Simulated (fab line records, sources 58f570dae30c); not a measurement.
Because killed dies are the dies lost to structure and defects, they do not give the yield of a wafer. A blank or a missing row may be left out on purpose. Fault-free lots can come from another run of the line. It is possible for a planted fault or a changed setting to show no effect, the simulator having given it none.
Which of the tools did it?	flow berkeley cmos170	21 wafers from 7 lots sampled at 3 of the route's 331 steps

## WHAT THE GAUGES READ, wafer by wafer
UCB170_ACTIVE_CD_MEAS_90: target cd 1200 nm.
lot	measured	on	cd nm (nm)
L628	day 5 21:19	cd sem-01	1199.9 1199.3 1199.0
L632	day 6 18:55	cd sem-02	1200.8 1200.8 1201.3
L633	day 7 04:17	cd sem-01	1201.0 1201.1 1201.6
L639	day 7 09:46	cd sem-02	1200.4 1201.0 1199.4
L638	day 7 14:26	cd sem-02	- - -
L646	day 9 10:50	cd sem-02	1200.9 1201.7 1200.4
L647	day 9 16:17	cd sem-02	1202.4 1200.9 1201.8

## WHICH TOOL RAN EACH LOT (tool, then ch and the chambers of the sampled wafers, then the start)
lot	UCB170_ACTIVE_ETCH_15	UCB170_ACTIVE_STRIP_16
L628	rie diel-02 ch 0,1,2, day 5 20:44	plasma asher-01 ch 0,1, day 5 20:50
L632	rie diel-03 ch 0,2,3, day 6 18:43	plasma asher-01 ch 0,1, day 6 18:49
L633	rie diel-02 ch 0,1,3, day 7 04:04	plasma asher-04 ch 0,1, day 7 04:10
L639	rie diel-02 ch 1,3, day 7 09:34	plasma asher-03 ch 0,1, day 7 09:40
L638	rie diel-01 ch 1,2,3, day 7 14:13	plasma asher-01 ch 0,1, day 7 14:19
L646	rie diel-03 ch 0,1,2, day 9 10:34	plasma asher-04 ch 0,1, day 9 10:42
L647	rie diel-03 ch 0,1,2, day 9 16:04	plasma asher-01 ch 0,1, day 9 16:10
- UCB170_ACTIVE_ETCH_15: etches Si3N4 in CH3F/Ar/O2, stops on SiO2, target depth 242 nm, time 151 s.
- UCB170_ACTIVE_STRIP_16: strips in O2.

## THE ANSWER, worked out from the rows above alone
Rule: the usual values come from the lots themselves. The widest of any qualifying gaps counts: lots, ordered by their means at a reading, are off when they make up no more than a third of the lots, leave a main group of 4 or more, and stand apart from it by 3 or more times the standard deviation of that group's means. If all means in a main group match to the digits the tables above print for the reading, that group is not used. Also off: a lot with no number at a reading for which 4 or more lots have one. The other lots that the step has rows for count as sound.
Off at UCB170_ACTIVE_CD_MEAS_90 (cd nm): L638. Without a number there: L638. Main group: mean 1200.8 nm, sd 0.74.
If a tool, at a process step before that reading, ran all the lots that are off and no sound lot after the first of them, it fits. Those tools and the gauges at UCB170_ACTIVE_CD_MEAS_90 are tried in the same way. One fits: rie diel-01 at UCB170_ACTIVE_ETCH_15. It ran no sound lot before its first lot that is off in this sample, so the start can't be narrowed down.

## WHAT WAS PUT IN BY THE SIMULATOR
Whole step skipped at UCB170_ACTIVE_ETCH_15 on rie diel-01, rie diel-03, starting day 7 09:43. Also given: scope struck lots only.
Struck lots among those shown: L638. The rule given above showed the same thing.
